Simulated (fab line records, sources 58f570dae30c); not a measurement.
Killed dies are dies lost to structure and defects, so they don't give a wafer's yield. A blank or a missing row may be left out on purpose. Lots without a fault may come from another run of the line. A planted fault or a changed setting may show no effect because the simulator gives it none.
Which tool did it? | flow berkeley_cmos170 | 14 lots, 40 wafers sampled, at 4 steps of a route of 331

WHAT THE GAUGES READ, wafer by wafer
UCB170_PLDD_CD_MEAS_06: target cd 1200 nm. Usual: cd_nm 1199.8 nm, standard deviation 1.3.
lot  | measured     | on        | cd_nm (nm)           | flag
L591 | day 7 18:28  | cd_sem-02 | 1201.3 1201.5 1201.4 |
L593 | day 8 04:07  | cd_sem-02 | 1199.8 1199.2 1198.9 |
L592 | day 8 04:33  | cd_sem-02 | 1199.7 1200.8 1201.5 |
L594 | day 8 04:41  | cd_sem-02 | 1200.0 1200.2 1199.6 |
L595 | day 8 05:03  | cd_sem-02 | 1197.8 1198.7 1198.4 |
L598 | day 8 16:26  | cd_sem-02 | 1201.5 1201.8 1200.4 |
L600 | day 9 11:36  | cd_sem-02 | 1200.6 1202.0 1201.6 |
L601 | day 9 11:42  | cd_sem-02 | 1197.5 1196.7 1195.8 |
L605 | day 10 01:43 | cd_sem-01 | 1201.4 1200.9 1201.0 |
L603 | day 10 02:56 | cd_sem-02 | 1199.9 1198.3 1198.0 |
L607 | day 10 14:45 | cd_sem-01 | 1200.1 1200.8 1198.3 |
L606 | day 10 15:06 | cd_sem-02 | 1199.7 1200.5 1199.8 |
L608 | day 11 04:51 | cd_sem-02 | 1200.0               |
L612 | day 12 01:50 | cd_sem-01 | 1200.3 1200.4 1200.2 |

UCB170_V1_OVL_MEAS_13. Usual: V1_OVL -3 nm, standard deviation 6.
lot  | measured     | on         | V1_OVL (nm) | flag
L591 | day 8 23:46  | overlay-02 | -8 -11 -6   |
L593 | day 9 10:07  | overlay-02 | -5 1 -3     |
L592 | day 9 15:17  | overlay-02 | 2 7 1       |
L594 | day 9 10:23  | overlay-02 | -8 -9 -10   |
L595 | day 9 12:58  | overlay-02 | 5 2 3       |
L598 | day 10 01:57 | overlay-02 | 0 3 12      |
L600 | day 10 18:13 | overlay-01 | -3 -8 -8    |
L601 | day 10 18:09 | overlay-01 | -4 -5 2     |
L605 | day 11 13:09 | overlay-02 | 1 -2 0      |
L603 | day 11 11:47 | overlay-02 | -1 -6 -5    |
L607 | day 11 16:52 | overlay-01 | -14 -6 -8   |
L606 | day 11 18:53 | overlay-02 | 3 -7 -1     |
L608 | day 12 22:43 | overlay-02 | -5          |
L612 | day 13 14:05 | overlay-02 | 8 -1 1      |

UCB170_V2_OVL_MEAS_13. Usual: V2_OVL -2 nm, standard deviation 5.2.
lot  | measured     | on         | V2_OVL (nm) | flag
L591 | day 9 06:38  | overlay-02 | -2 -8 -10   |
L593 | day 9 15:25  | overlay-01 | 9 2 0       |
L592 | day 9 21:04  | overlay-01 | 0 -6 -6     |
L594 | day 9 17:28  | overlay-02 | -3 -2 -7    |
L595 | day 9 19:31  | overlay-01 | 5 9 6       |
L598 | day 10 06:53 | overlay-02 | -1 7 8      |
L600 | day 11 02:14 | overlay-01 | 0 -9 -7     |
L601 | day 11 02:07 | overlay-02 | 0 -7 1      |
L605 | day 11 19:59 | overlay-02 | -4 -4 -4    |
L603 | day 11 17:40 | overlay-01 | 6 4 10      |
L607 | day 12 04:35 | overlay-01 | -3 -3 -6    |
L606 | day 12 05:19 | overlay-01 | -1 -6 -7    |
L608 | day 13 07:43 | overlay-02 | -5          |
L612 | day 13 22:38 | overlay-02 | 11 -3 2     |

WHICH TOOL RAN EACH LOT (tool, then ch and the chambers of the sampled wafers, then the start)
lot  | UCB170_M2_HMDS_04
L591 | litho_track-02 ch 0, day 9 00:35
L593 | litho_track-01 ch 0, day 9 10:55
L592 | litho_track-02 ch 0, day 9 16:03
L594 | litho_track-03 ch 0, day 9 11:13
L595 | litho_track-02 ch 0, day 9 14:07
L598 | litho_track-01 ch 0, day 10 02:43
L600 | litho_track-01 ch 0, day 10 19:53
L601 | litho_track-02 ch 0, day 10 19:52
L605 | litho_track-02 ch 0, day 11 13:56
L603 | litho_track-02 ch 0, day 11 12:53
L607 | litho_track-01 ch 0, day 11 18:01
L606 | litho_track-03 ch 0, day 11 19:42
L608 | litho_track-01 ch 0, day 13 00:21
L612 | litho_track-02 ch 0, day 13 15:27
- UCB170_M2_HMDS_04: prime time 60 s.

WHAT THE TOOLS THEMSELVES READ (means of the sampled wafers that have a number; where no wafer has one, the mark that the record gives instead)
UCB170_M2_HMDS_04. Usual: prime_temp_c 100.02 C, standard deviation 0.13; resist_line_temp_C 23.02 C, standard deviation 0.11.
lot  | tool           | prime_temp_c (C) | resist_line_temp_C (C) | flag
L591 | litho_track-02 | 100.05           | 22.89                  |
L593 | litho_track-01 | 99.94            | 22.89                  |
L592 | litho_track-02 | 99.80            | 23.00                  |
L594 | litho_track-03 | 100.03           | 22.92                  |
L595 | litho_track-02 | 99.97            | 23.05                  |
L598 | litho_track-01 | 99.91            | 22.99                  |
L600 | litho_track-01 | 100.24           | 23.00                  |
L601 | litho_track-02 | 100.11           | 23.01                  |
L605 | litho_track-02 | 100.07           | 22.95                  |
L603 | litho_track-02 | 100.13           | 22.92                  |
L607 | litho_track-01 | 100.78           | 23.11                  | OFF
L606 | litho_track-03 | 99.93            | 22.96                  |
L608 | litho_track-01 | 100.59           | 22.75                  | OFF
L612 | litho_track-02 | 100.15           | 23.10                  |

THE ANSWER, worked out from the rows above alone
Rule: a lot is off if the mean of its wafers that have a number lies more than 3 standard deviations from the usual mean. A lot without any number at a reading at which 4 lots or more have one is off too. The other lots that the step has rows for count as sound. The gauges are gone through in route order, then the tools' own readings, and for those a lot's mean is taken as printed above. The first step at which some lot is off is used, and at that step the reading that is off furthest; a lot without a number counts as furthest.
Off: L607, L608, at UCB170_M2_HMDS_04 (prime_temp_c).
A tool fits if, at that step or a process step before it, it ran every lot that is off, and no sound lot after the first of them. One fits: litho_track-01 at UCB170_M2_HMDS_04. Its last sound lot is L600 (day 10 19:53), its first lot that is off L607 (day 11 18:01): a fault that began between those two fits.
The tool's own readings at UCB170_M2_HMDS_04 bear it out: on the lots that are off they differ by more than 5 times the standard deviation of the sound lots' means. prime_temp_c reads 100.69 C there against 100.03 C on the sound lots.

WHAT THE SIMULATOR HAD PUT IN
Process parameter drift: litho_track-01, from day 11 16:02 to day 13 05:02, at UCB170_M2_HMDS_04. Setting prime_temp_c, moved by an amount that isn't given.
Lots struck among those shown: L607, L608. The rule above found the same.
